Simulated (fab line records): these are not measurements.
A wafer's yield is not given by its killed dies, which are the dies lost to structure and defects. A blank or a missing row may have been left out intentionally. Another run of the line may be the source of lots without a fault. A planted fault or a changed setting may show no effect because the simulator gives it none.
Which tool was responsible? | flow berkeley-cmos170 | Sampling: 16 lots, 48 wafers, 5 of 331 route steps

WHAT EACH GAUGE READ, for each wafer
UCB170_NWELL_THK_MEAS_05. Usual: for NWELL_NITRIDE_THK the level is 224.3 nm and the standard deviation is 2.
lot  | measured    | on            | NWELL_NITRIDE_THK (nm) | flag
L741 | day 2 14:44 | film-metro-02 | 228.0 228.8 228.1      |
L744 | day 2 18:52 | film-metro-02 | 225.3 225.1 223.8      |
L743 | day 2 18:52 | film-metro-01 | 223.1 224.4 222.7      |
L745 | day 3 07:12 | film-metro-01 | 224.3 222.3 223.7      |
L746 | day 3 07:12 | film-metro-02 | 226.5 225.9 225.2      |
L747 | day 3 14:10 | film-metro-01 | 226.0 224.4 225.7      |
L748 | day 3 22:26 | film-metro-02 | 228.4 228.4 227.6      |
L749 | day 4 01:11 | film-metro-02 | 226.8 226.4 226.4      |
L750 | day 4 08:19 | film-metro-02 | 223.6 223.6 225.5      |
L753 | day 4 22:15 | film-metro-04 | 223.2 223.2 221.5      |
L752 | day 4 22:16 | film-metro-01 | 219.9 220.7 220.3      |
L754 | day 5 06:35 | film-metro-01 | 224.7 224.5 227.5      |
L756 | day 5 15:32 | film-metro-02 | 222.9 222.9 222.9      |
L759 | day 6 13:05 | film-metro-02 | 222.8 225.9 222.8      |
L761 | day 6 21:25 | film-metro-04 | 223.2 221.5 222.7      |
L764 | day 7 04:15 | film-metro-01 | 223.2 223.3 224.0      |

UCB170_ACTIVE_OVL_MEAS_14. Usual: for ACTIVE_OVL the level is -1 nm and the standard deviation is 4.8.
lot  | measured    | on         | ACTIVE_OVL (nm) | flag
L741 | day 5 02:21 | overlay-01 | 5 5 16          |
L744 | day 5 02:17 | overlay-02 | -5 -2 -3        |
L743 | day 5 02:37 | overlay-01 | 5 6 -2          |
L745 | day 5 18:14 | overlay-01 | 3 2 1           |
L746 | day 5 18:00 | overlay-02 | -2 -8 -6        |
L747 | day 6 08:28 | overlay-02 | 9 5 1           |
L748 | day 6 16:41 | overlay-01 | 7 1 3           |
L749 | day 6 17:09 | overlay-02 | -8 -2 -3        |
L750 | day 7 00:26 | overlay-01 | 6 -2 0          |
L753 | day 7 13:12 | overlay-02 | -9 -4 -1        |
L752 | day 7 12:49 | overlay-02 | 5 3 0           |
L754 | day 7 12:56 | overlay-01 | -5 0 0          |
L756 | day 8 08:31 | overlay-01 | 5 0 4           |
L759 | day 9 06:13 | overlay-02 | 2 1 3           |
L761 | day 9 14:14 | overlay-01 | -4 -12 -6       |
L764 | day 9 15:00 | overlay-01 | 0 -1 3          |

UCB170_PLDD_CD_MEAS_06: the cd target is 1200 nm. Usual: cd-nm at 1199.7 nm, with a standard deviation of 1.2.
lot  | measured     | on        | cd-nm (nm)           | flag
L741 | day 7 21:42  | cd-sem-01 | 1200.6 1201.3 1199.8 |
L744 | day 7 21:47  | cd-sem-02 | 1200.3 1202.0 1200.6 |
L743 | day 7 21:32  | cd-sem-01 | 1200.8 1200.4 1200.7 |
L745 | day 8 15:25  | cd-sem-01 | 1199.1 1198.3 1198.8 |
L746 | day 8 15:35  | cd-sem-01 | 1198.8 1199.2 1197.8 |
L747 | day 9 01:46  | cd-sem-02 | 1199.5 1200.0 1201.0 |
L748 | day 9 09:39  | cd-sem-01 | 1200.1 1199.1 1198.1 |
L749 | day 9 08:47  | cd-sem-02 | 1198.9 1200.5 1200.0 |
L750 | day 9 19:39  | cd-sem-01 | 1201.3 1200.1 1201.6 |
L753 | day 10 07:10 | cd-sem-02 | 1206.9 1206.2 1205.3 | OFF
L752 | day 10 07:26 | cd-sem-02 | 1206.0 1206.7 1208.3 | OFF
L754 | day 10 07:02 | cd-sem-02 | 1207.2 1206.3 1206.1 | OFF
L756 | day 11 02:04 | cd-sem-01 | 1199.3 1199.7 1199.4 |
L759 | day 11 18:01 | cd-sem-02 | 1204.5 1204.0 1204.5 | OFF
L761 | day 12 06:08 | cd-sem-02 | 1198.6 1198.4 1198.6 |
L764 | day 12 06:22 | cd-sem-02 | 1200.5 1200.0 1200.2 |

UCB170_V2_CD_MEAS_12: the cd target is 700 nm. Usual: cd-nm at 699.8 nm, with a standard deviation of 1.4.
lot  | measured     | on        | cd-nm (nm)        | flag
L741 | day 9 09:05  | cd-sem-02 | 699.4 699.8 698.4 |
L744 | day 9 08:28  | cd-sem-02 | 700.9 701.0 699.7 |
L743 | day 9 05:44  | cd-sem-01 | 699.8 699.1 701.0 |
L745 | day 10 03:49 | cd-sem-01 | 700.1 700.5 700.7 |
L746 | day 10 06:35 | cd-sem-02 | 699.9 699.1 699.8 |
L747 | day 10 09:47 | cd-sem-02 | 701.5 700.9 702.2 |
L748 | day 10 20:56 | cd-sem-02 | 700.3 700.5 701.3 |
L749 | day 10 21:08 | cd-sem-02 | 697.5 697.3 696.4 |
L750 | day 11 07:14 | cd-sem-02 | 698.4 697.8 697.6 |
L753 | day 11 18:05 | cd-sem-01 | 701.0 699.3 700.8 |
L752 | day 11 20:18 | cd-sem-02 | 699.1 698.2 696.6 |
L754 | day 11 20:34 | cd-sem-01 | 699.5 696.9 698.6 |
L756 | day 12 12:39 | cd-sem-01 | 701.6 701.4 701.0 |
L759 | day 13 01:25 | cd-sem-02 | 697.9 700.1 698.5 |
L761 | day 13 22:04 | cd-sem-02 | 696.7 699.4 699.8 |
L764 | day 13 21:34 | cd-sem-02 | 699.8 700.7 699.0 |

TOOL THAT RAN EACH LOT (tool first, then ch and the chambers of the sampled wafers, then the start)
lot  | UCB170_PLDD_EXPOSE_03
L741 | krf-scanner-01 ch 0, day 7 21:06
L744 | krf-scanner-02 ch 0, day 7 21:24
L743 | krf-scanner-02 ch 0, day 7 20:51
L745 | krf-scanner-02 ch 0, day 8 14:52
L746 | krf-scanner-02 ch 0, day 8 15:12
L747 | krf-scanner-02 ch 0, day 9 01:13
L748 | krf-scanner-01 ch 0, day 9 08:44
L749 | krf-scanner-01 ch 0, day 9 08:23
L750 | krf-scanner-02 ch 0, day 9 19:16
L753 | krf-scanner-01 ch 0, day 10 06:26
L752 | krf-scanner-01 ch 0, day 10 06:47
L754 | krf-scanner-01 ch 0, day 10 06:19
L756 | krf-scanner-02 ch 0, day 11 01:34
L759 | krf-scanner-01 ch 0, day 11 17:35
L761 | krf-scanner-02 ch 0, day 12 05:15
L764 | krf-scanner-02 ch 0, day 12 05:45
- UCB170_PLDD_EXPOSE_03: exposes mask PSELECT, target cd 1200 nm.

WHAT THE TOOLS THEMSELVES READ (means of the sampled wafers that have a number; where no wafer has one, the mark that the record gives instead)
UCB170_PLDD_EXPOSE_03. Usual: exposure-dose-mJ-cm2 at 29.987, with a standard deviation of 0.029.
lot  | tool           | exposure-dose-mJ-cm2 | flag
L741 | krf-scanner-01 | 30.000               |
L744 | krf-scanner-02 | 29.978               |
L743 | krf-scanner-02 | 30.012               |
L745 | krf-scanner-02 | 29.953               |
L746 | krf-scanner-02 | 29.998               |
L747 | krf-scanner-02 | 29.967               |
L748 | krf-scanner-01 | 29.983               |
L749 | krf-scanner-01 | 29.978               |
L750 | krf-scanner-02 | 30.008               |
L753 | krf-scanner-01 | 31.281               | OFF
L752 | krf-scanner-01 | 31.270               | OFF
L754 | krf-scanner-01 | 31.301               | OFF
L756 | krf-scanner-02 | 29.956               |
L759 | krf-scanner-01 | 30.623               | OFF
L761 | krf-scanner-02 | 29.999               |
L764 | krf-scanner-02 | 29.957               |

THE ANSWER, worked out from the rows above alone
Rule: a lot counts as off when the mean over its wafers that have a number is more than 3 standard deviations away from the usual mean. Also off: a lot with no number at a reading for which 4 or more lots have one. All remaining lots with rows at the step are treated as sound. First the gauges in route order, then the tools' own readings, where a lot's mean is used as printed above. At the first step where some lot is off, the reading lying furthest off is the one used; lots without a number count as furthest.
Off at UCB170_PLDD_CD_MEAS_06 (cd-nm): L753, L752, L754, L759.
A tool fits if, at a process step before that reading, it ran every lot that is off, and no sound lot after the first of them. Not tried: the gauges at UCB170_PLDD_CD_MEAS_06; whatever is off there is also off at UCB170_PLDD_EXPOSE_03, on other tools, and gauge error can't account for it. One candidate fits, namely krf-scanner-01 at UCB170_PLDD_EXPOSE_03. Its last sound lot is L748 (day 9 08:44), its first lot that is off L754 (day 10 06:19): a fault that began between those two fits.
On the lots that are off, the tool's own readings at UCB170_PLDD_EXPOSE_03 differ by more than 5 times the standard deviation of the sound lots' means, which bears it out; exposure-dose-mJ-cm2 reads 31.119 there versus 29.982 on the sound lots.

WHAT HAD BEEN PUT IN BY THE SIMULATOR
Process parameter drift: krf-scanner-01, from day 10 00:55 on, at UCB170_PLDD_EXPOSE_03. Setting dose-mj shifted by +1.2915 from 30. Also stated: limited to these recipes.
Struck lots among those shown: L753, L752, L754, L759. The rule given above showed the same thing.
